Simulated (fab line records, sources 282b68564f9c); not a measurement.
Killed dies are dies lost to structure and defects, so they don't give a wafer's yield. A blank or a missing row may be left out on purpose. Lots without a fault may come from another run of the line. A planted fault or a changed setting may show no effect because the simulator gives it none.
A struck lot beside a sound one | flow rit_cmos | 18 steps out of a route of 202
Sound: wafers L848.3, L848.4, L848.5. Struck: wafers L845.3, L845.4, L845.5. The cause comes at the end.
At each step with rows: each side's tool, then ch and its chambers, then its first start. Under that, the readings that differ: sound wafers | struck wafers | difference of the means | sigmas: that difference in standard deviations of wafers without a fault.
alike: readings whose means differ by less than 2 such deviations, and words and numbers that are the same on both sides. not compared: withheld readings, readings that some wafer has no value for, bounds like >300 that may hide the same value, and numbers for which the record gives no deviation and whose values overlap.
The two part at a step that has a row with sigmas, a row that says differs or no value, or rows on one side only. Numbers that don't overlap but have no deviation are shown without sigmas and don't part them. A reading that every wafer of one side lacks parts them only if that side has two wafers or more.

first, 4 steps without rows for these wafers: RIT_NWELL_SOFTBAKE_02 (time 60 s); RIT_NWELL_EXPOSE_03 (exposes mask M2, target cd 43900 nm); RIT_NWELL_PEB_04; RIT_NWELL_DEVELOP_05 (develop time 68 s).
RIT_NWELL_OVL_MEAS_06:
  sound on overlay-01, day 4 20:07; struck on overlay-01, day 4 08:16
  alike: NWELL_OVL
then, 2 steps without rows for these wafers: RIT_NWELL_HARDBAKE_07 (time 120 s); RIT_NWELL_IMPLANT_08.
RIT_NWELL_STRIP_09: strips in O2, time 180 s.
  sound on plasma_asher-04 ch 0,1, day 4 20:41; struck on plasma_asher-04 ch 0,1, day 4 08:45
  alike: drypump_motor_current_A
  not compared: rf_hours_counter_h
RIT_NWELL_TW_MEAS_10:
  sound on film_metro-04, day 4 20:49; struck on film_metro-04, day 4 08:53
  alike: NWELL_TW
then, 3 steps without rows for these wafers: RIT_PWELL_HMDS_00 (prime time 60 s); RIT_PWELL_COAT_01 (resist thk 1300 nm); RIT_PWELL_SOFTBAKE_02 (time 60 s).
RIT_PWELL_EXPOSE_03: exposes mask M3, target cd 43700 nm.
  sound on iline_stepper-02 ch 0, day 4 21:28; struck on iline_stepper-01 ch 0, day 4 09:32
  reading                       | sound                   | struck            | difference | sigmas
  model.PWELL.overlay_x_nm (nm) | -0.5608 -0.5608 -0.5608 | 239.8 239.8 239.8 | +240.4     |
  alike: mask
then, 2 steps without rows for these wafers: RIT_PWELL_PEB_04; RIT_PWELL_DEVELOP_05 (develop time 68 s).
RIT_PWELL_OVL_MEAS_06:
  sound on overlay-02, day 4 21:53; struck on overlay-02, day 4 10:02
  reading        | sound          | struck            | difference | sigmas
  PWELL_OVL (nm) | -2.0 -1.3 -0.6 | 243.4 240.9 242.1 | +243.4     | +99 or more
then, 1 step without rows for these wafers: RIT_PWELL_HARDBAKE_07 (time 120 s).
RIT_M1_PROBE_99:
  sound on prober-02, day 6 09:31; struck on prober-01, day 5 22:46
  reading                                 | sound             | struck            | difference | sigmas
  model.etest.well_edge_left.line_ohm_um  | 181.7 179.7 181.8 | 202.3 203.8 207.8 | +23.6      |
  model.etest.well_edge_right.line_ohm_um | 181.7 183.4 183.9 | 169.2 168.4 167.8 | -14.5      |
  model.etest.iso_nwell_nwell.bv_v (V)    | 22.08 22.19 22.14 | 20.7 20.93 20.38  | -1.5       |
  alike: killed_at_contacts, killed_at_front_end, killed_dies, killed_open, killed_short

WHERE THEY PART
Only at RIT_PWELL_OVL_MEAS_06, within this record. Later steps at which nothing parts them and some readings are alike: RIT_M1_PROBE_99.

WHY: what the simulator had put in
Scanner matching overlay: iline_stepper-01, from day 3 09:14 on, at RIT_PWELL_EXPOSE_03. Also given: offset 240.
